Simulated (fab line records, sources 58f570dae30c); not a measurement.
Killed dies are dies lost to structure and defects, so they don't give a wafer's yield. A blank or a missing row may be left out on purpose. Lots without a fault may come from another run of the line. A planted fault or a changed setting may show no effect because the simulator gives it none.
Which tool did it? | flow berkeley_cmos170 | 7 lots, 21 wafers sampled, at 1 step of a route of 331

WHAT THE GAUGES READ, wafer by wafer
UCB170_START_THK_MEAS_03.
lot  | measured    | on            | START_OXIDE_THK (nm)
L208 | day 1 22:50 | film_metro-02 | 20.1 20.3 20.4
L211 | day 2 07:59 | film_metro-01 | 20.6 20.3 20.3
L213 | day 2 17:47 | film_metro-01 | 20.6 20.5 20.9
L216 | day 3 15:04 | film_metro-02 | 19.7 19.8 19.9
L220 | day 4 11:05 | film_metro-01 | 20.6 20.3 20.7
L228 | day 5 23:50 | film_metro-02 | 20.3 20.2 20.2
L230 | day 6 09:54 | film_metro-02 | 20.1 20.0 20.0

WHICH TOOL RAN EACH LOT (tool, then ch and the chambers of the sampled wafers, then the start)
The record holds no process step before these readings.

THE ANSWER, worked out from the rows above alone
Rule: what is usual is taken from the lots themselves. Put in order of their means at a reading, lots are off if they are a third of the lots or fewer, leave a main group of 4 or more, and stand apart from it by a gap of 3 or more times the standard deviation of the main group's means; of several such gaps the widest counts. A main group whose means are all the same, to the digits that the tables above print for the reading, isn't used. A lot without any number at a reading at which 4 lots or more have one is off too. The other lots that the step has rows for count as sound.
No lot is off at any reading shown: from this, nothing can be told.

WHAT THE SIMULATOR HAD PUT IN
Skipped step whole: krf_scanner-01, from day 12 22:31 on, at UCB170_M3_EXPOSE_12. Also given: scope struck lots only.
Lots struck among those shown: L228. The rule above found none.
